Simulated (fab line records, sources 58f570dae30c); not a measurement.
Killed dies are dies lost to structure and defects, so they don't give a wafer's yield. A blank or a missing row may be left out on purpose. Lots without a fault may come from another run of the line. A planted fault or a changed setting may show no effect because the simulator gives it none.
Tool commonality check | flow berkeley_cmos170 | 14 lots, 42 wafers sampled

WHY IT WAS OPENED
At UCB170_M2_CD_MEAS_90 the reading cd_nm is flagged on 2 of 14 lots. Wafers without a fault read 699.0 nm, standard deviation 2.9.
Rule: a lot is flagged when every wafer of it that has a number lies more than 4 standard deviations from that mean, or none has a number. The other lots count as sound.

lot  | measured     | on        | cd_nm (nm), wafer by wafer | flag
L584 | day 8 06:29  | cd_sem-02 | 699.9 700.4 701.1          |
L587 | day 8 11:14  | cd_sem-02 | 697.6 692.3 695.4          |
L586 | day 8 11:29  | cd_sem-02 | 700.9 700.6 701.0          |
L588 | day 8 11:44  | cd_sem-01 | 697.3 695.4 696.6          |
L590 | day 9 01:31  | cd_sem-01 | 697.8 693.2 697.8          |
L591 | day 9 02:01  | cd_sem-02 | 696.7 697.6 698.4          |
L596 | day 10 07:29 | cd_sem-01 | 698.4 693.8 698.2          |
L595 | day 10 08:31 | cd_sem-02 | 703.0 703.7 700.6          |
L598 | day 11 01:52 | cd_sem-02 | 727.6 728.2 726.1          | FLAGGED
L599 | day 11 18:03 | cd_sem-02 | 721.8 724.4 724.2          | FLAGGED
L601 | day 11 18:50 | cd_sem-02 | 696.0 694.1 694.2          |
L602 | day 12 06:55 | cd_sem-02 | 698.3 696.9 698.0          |
L606 | day 12 17:52 | cd_sem-01 | 694.5 694.9 695.1          |
L605 | day 12 18:33 | cd_sem-01 | 698.4 699.4 701.2          |
The numbers of the flagged lots are 725.4 nm on average: +26.4 nm against the usual, or +9 standard deviations.

WHICH TOOL RAN EACH LOT
The record holds 3 process steps before the reading, out of a route of 331 steps. In each cell: the tool, then ch and the chambers that the sampled wafers went through, then the start.
lot  | flag    | UCB170_M2_SPUTTER_01         | UCB170_M2_METAL_ETCH_18           | UCB170_M2_STRIP_19
L584 |         | pvd_sputter-04, day 8 04:02  | rie_metal-04 ch 0, day 8 06:11    | plasma_asher-02 ch 0, day 8 06:22
L587 |         | pvd_sputter-02, day 8 08:44  | rie_metal-04 ch 0,1, day 8 10:56  | plasma_asher-03 ch 0,1, day 8 11:07
L586 |         | pvd_sputter-03, day 8 08:53  | rie_metal-01 ch 0,1, day 8 11:11  | plasma_asher-01 ch 0,1, day 8 11:22
L588 |         | pvd_sputter-04, day 8 09:02  | rie_metal-02 ch 1, day 8 11:25    | plasma_asher-02 ch 1, day 8 11:37
L590 |         | pvd_sputter-02, day 8 22:13  | rie_metal-02 ch 0,1, day 9 01:13  | plasma_asher-02 ch 0,1, day 9 01:23
L591 |         | pvd_sputter-03, day 8 22:38  | rie_metal-04 ch 0,1, day 9 01:43  | plasma_asher-01 ch 0,1, day 9 01:55
L596 |         | pvd_sputter-02, day 10 05:01 | rie_metal-01 ch 1, day 10 07:11   | plasma_asher-02 ch 0,1, day 10 07:23
L595 |         | pvd_sputter-04, day 10 05:35 | rie_metal-02 ch 0,1, day 10 08:14 | plasma_asher-01 ch 0,1, day 10 08:23
L598 | FLAGGED | pvd_sputter-04, day 10 23:00 | rie_metal-04 ch 0, day 11 01:35   | plasma_asher-02 ch 0,1, day 11 01:46
L599 | FLAGGED | pvd_sputter-04, day 11 14:38 | rie_metal-04 ch 0, day 11 17:35   | plasma_asher-01 ch 0,1, day 11 17:57
L601 |         | pvd_sputter-03, day 11 15:18 | rie_metal-01 ch 0,1, day 11 18:32 | plasma_asher-02 ch 0,1, day 11 18:43
L602 |         | pvd_sputter-03, day 12 03:05 | rie_metal-01 ch 0,1, day 12 06:37 | plasma_asher-01 ch 0,1, day 12 06:49
L606 |         | pvd_sputter-03, day 12 15:10 | rie_metal-01 ch 1, day 12 17:35   | plasma_asher-01 ch 0,1, day 12 17:46
L605 |         | pvd_sputter-04, day 12 15:40 | rie_metal-02 ch 0,1, day 12 18:17 | plasma_asher-01 ch 0,1, day 12 18:27
What these steps do:
- UCB170_M2_SPUTTER_01: material Al, target thk 900 nm, time 120 s.
- UCB170_M2_METAL_ETCH_18: etches Al in Cl2/BCl3, stops on SiO2, target depth 1170 nm, time 195 s.
- UCB170_M2_STRIP_19: strips in O2.
- UCB170_M2_CD_MEAS_90: target cd 700 nm.

FLAGGED OVER TOTAL, TOOL BY TOOL (the gauges that took the reading come last)
step                    | tool            | lots run | flagged | share of the flagged lots | sound lots run after its first flagged lot
UCB170_M2_SPUTTER_01    | pvd_sputter-02  | 3        | 0       | none                      | -
UCB170_M2_SPUTTER_01    | pvd_sputter-03  | 5        | 0       | none                      | -
UCB170_M2_SPUTTER_01    | pvd_sputter-04  | 6        | 2       | all                       | 1 (L605)
UCB170_M2_METAL_ETCH_18 | rie_metal-01    | 5        | 0       | none                      | -
UCB170_M2_METAL_ETCH_18 | rie_metal-02    | 4        | 0       | none                      | -
UCB170_M2_METAL_ETCH_18 | rie_metal-04    | 5        | 2       | all                       | 0
UCB170_M2_STRIP_19      | plasma_asher-01 | 7        | 1       | some                      | 3 (L602,L606,L605)
UCB170_M2_STRIP_19      | plasma_asher-02 | 6        | 1       | some                      | 1 (L601)
UCB170_M2_STRIP_19      | plasma_asher-03 | 1        | 0       | none                      | -
UCB170_M2_CD_MEAS_90    | cd_sem-01       | 5        | 0       | none                      | -
UCB170_M2_CD_MEAS_90    | cd_sem-02       | 9        | 2       | all                       | 2 (L601,L602)

WHAT THE TABLE ALLOWS
3 rows of the table ran every flagged lot: pvd_sputter-04 at UCB170_M2_SPUTTER_01, rie_metal-04 at UCB170_M2_METAL_ETCH_18, cd_sem-02 at UCB170_M2_CD_MEAS_90.
- pvd_sputter-04 at UCB170_M2_SPUTTER_01: 2 of its 6 lots flagged. Sound lots ran on it after the first flagged one (L605), which a lasting fault on the whole tool wouldn't allow.
- rie_metal-04 at UCB170_M2_METAL_ETCH_18: 2 of its 5 lots flagged. Its last sound lot is L591 (day 9 01:43), its first flagged lot L598 (day 11 01:35): a fault that began between those two fits. Its own readings lie more than 4 standard deviations out on every wafer of the flagged lots: oes_product_au.
- cd_sem-02 at UCB170_M2_CD_MEAS_90: 2 of its 9 lots flagged. Sound lots ran on it after the first flagged one (L601, L602), which a lasting fault on the whole tool wouldn't allow.
One tool is left: rie_metal-04 at UCB170_M2_METAL_ETCH_18.

WHAT THE SIMULATOR HAD PUT IN
Process parameter drift: rie_metal-04, from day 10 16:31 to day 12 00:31, at UCB170_M2_METAL_ETCH_18. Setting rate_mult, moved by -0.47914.
Lots struck among those shown: L598, L599. The rule above found the same.
